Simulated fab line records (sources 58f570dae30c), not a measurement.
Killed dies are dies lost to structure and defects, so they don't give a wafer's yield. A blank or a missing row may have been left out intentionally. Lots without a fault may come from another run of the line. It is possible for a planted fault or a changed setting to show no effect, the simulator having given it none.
Chamber matching	flow berkeleyCmos170	4 sister chambers for UCB170_V2_ETCH_14 on rieDiel-02
The step etches SiO2 in CHF3/CF4/Ar, stops on Al, target depth 1250 nm, time 291 s. 7 wafers are shown with their chamber, then 7 later ones without.

EACH WAFER AND ITS CHAMBER
wafer	chamber	throttleValvePct (%)	oesProductAu (a.u.)
L286.3	1	6.70	0.848
L288.2	0	6.82	0.893
L290.1	3	7.01	0.892
L290.4	0	6.81	0.889
L290.6	2	6.85	0.868
L291.2	2	6.84	0.876
L291.3	3	7.01	0.883

WAFERS WITH NO CHAMBER GIVEN
wafer	throttleValvePct (%)	oesProductAu (a.u.)
L291.6	6.70	0.842
L293.2	6.85	0.862
L293.3	7.02	0.898
L293.4	6.71	0.843
L296.1	6.70	0.846
L296.2	6.82	0.889
L296.4	7.01	0.890

CHAMBER TAKEN BY EACH
wafer	from the rows above	in truth
L291.6	1	1
L293.2	2	2
L293.3	3	3
L293.4	1	1
L296.1	1	1
L296.2	0	0
L296.4	3	3
7 of 7 placed correctly. Can't be placed from these rows: 0. Number placed wrongly: 0.
How it was worked out, from the rows above alone: a wafer's distance from a chamber is the root of the sum, over the readings, of the square of ((its reading less the chamber's mean) divided by the reading's scatter). The wafer belongs to the nearest chamber; if the next one is less than 2 further off, it can't be placed. The mean given for a chamber averages the wafers shown for that chamber. How the scatter is found: for the shown wafers, subtract from each reading the mean of its chamber, square and add these, divide the total by (wafers less chambers), then take the root.
